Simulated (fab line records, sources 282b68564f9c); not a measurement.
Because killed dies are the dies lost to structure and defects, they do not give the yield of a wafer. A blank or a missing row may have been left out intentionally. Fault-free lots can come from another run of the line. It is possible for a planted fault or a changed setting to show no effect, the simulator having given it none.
Split-lot study | flow ritCmos | route with 202 steps; 5 lots, 23 wafers read

== THE SPLIT ITSELF ==
At RIT_PWELL_COAT_01 (resist thk 1300 nm), the setting resistThkNm was moved away from the recipe's 1300 nm on 10 of the 23 wafers read, by -5.6% to -3.1%. This setting was run at the recipe's value on the other wafers.

No step appears in the file between the split and the reading.

== THE READING ==
NOVOLAK_of_PWELL_COAT_01.thkNm (the simulator's own value, which no gauge read), in nm, at RIT_PWELL_HARDBAKE_07 (time 120 s). The file gives no usual value for it. Here, 13 wafers ran the recipe; their average is 1136 nm with a standard deviation of 2.3 nm.

wafer  | tool, chamber at the split | resistThkNm as run, nm | against the recipe | NOVOLAK_of_PWELL_COAT_01.thkNm, nm | against lot-mates on the recipe
L078.2 | lithoTrack-04, 0           | 1300                   | recipe             | 1135                               | -
L078.4 | lithoTrack-04, 0           | 1300                   | recipe             | 1136                               | -
L078.5 | lithoTrack-04, 0           | 1300                   | recipe             | 1139                               | -
L079.2 | lithoTrack-02, 0           | 1300                   | recipe             | 1134                               | -
L079.3 | lithoTrack-02, 0           | 1300                   | recipe             | 1133                               | -
L079.4 | lithoTrack-02, 0           | 1300                   | recipe             | 1135                               | -
L079.5 | lithoTrack-02, 0           | 1241                   | -4.5%              | 1083                               | -51
L079.6 | lithoTrack-02, 0           | 1241                   | -4.5%              | 1082                               | -52
L080.1 | lithoTrack-03, 0           | 1245                   | -4.2%              | 1087                               | -49
L080.3 | lithoTrack-03, 0           | 1245                   | -4.2%              | 1086                               | -50
L080.6 | lithoTrack-03, 0           | 1245                   | -4.2%              | 1086                               | -50
L080.4 | lithoTrack-03, 0           | 1300                   | recipe             | 1137                               | -
L080.5 | lithoTrack-03, 0           | 1300                   | recipe             | 1135                               | -
L081.1 | lithoTrack-02, 0           | 1300                   | recipe             | 1132                               | -
L081.2 | lithoTrack-02, 0           | 1300                   | recipe             | 1136                               | -
L081.3 | lithoTrack-02, 0           | 1227                   | -5.6%              | 1068                               | -68
L081.4 | lithoTrack-02, 0           | 1227                   | -5.6%              | 1077                               | -59
L081.5 | lithoTrack-02, 0           | 1300                   | recipe             | 1141                               | -
L083.1 | lithoTrack-04, 0           | 1260                   | -3.1%              | 1101                               | -36
L083.5 | lithoTrack-04, 0           | 1260                   | -3.1%              | 1101                               | -36
L083.3 | lithoTrack-04, 0           | 1300                   | recipe             | 1138                               | -
L083.4 | lithoTrack-04, 0           | 1260                   | -3.1%              | 1095                               | -42
L083.6 | lithoTrack-04, 0           | 1300                   | recipe             | 1135                               | -

THE FIT
A straight line over all 23 wafers: NOVOLAK_of_PWELL_COAT_01.thkNm changes by +11.6 nm for each +1% of resistThkNm; r = +0.99; the points scatter about the line by 2.7 nm.
The same after taking each lot's own level away (the mean of its wafers on the recipe; 23 wafers): +11.6 nm for each +1%; r = +1.00; scatter 2.6 nm.
That fit puts the effect of the largest move of resistThkNm on the reading at 65 nm.
Measured against the standard deviation above, the lots' own levels, which go from 1134.0 to 1136.7 nm, span 1.1 times it.
So the lot-to-lot level changes the slope little: the two slopes agree.
Check: with one of the wafers moved furthest among these (-5.6%) left out of the fit, the line predicts -64.4 nm for it against its lot-mates. It came out at -68.3 nm against them.

== OTHER SPLITS ON THESE WAFERS ==
Other splits were also applied to these wafers ahead of the reading. Each is held against what the fit with the lots' levels taken away leaves over:
other split on the same wafers | wafers away from the commonest value | r with NOVOLAK_of_PWELL_COAT_01.thkNm (lot level and that fit taken away)
RIT_ACTIVE_COAT_06 spinRpm     | 10                                   | +0.09
RIT_ACTIVE_HARDBAKE_12 tempC   | 10                                   | +0.20
RIT_FOX2_OXIDATION_00 oxTimeS  | 15                                   | -0.06

== THE WHOLE CHAIN: every reading that the file lists as answering this split, in the file's order ==
step                  | what it does       | reading                                                                         | change (the file's fit)              | r (the file's)
RIT_PWELL_COAT_01     | resist thk 1300 nm | NOVOLAK_of_PWELL_COAT_01.thkNm (the simulator's own value, which no gauge read) | +13.3 nm for each +1% of the setting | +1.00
RIT_PWELL_HARDBAKE_07 | time 120 s         | NOVOLAK_of_PWELL_COAT_01.thkNm (the simulator's own value, which no gauge read) | +11.5 nm for each +1% of the setting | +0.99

== THE FILE'S OWN FIT ==
NOVOLAK_of_PWELL_COAT_01.thkNm changes by +11.5 nm for each +1% of resistThkNm, r = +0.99.
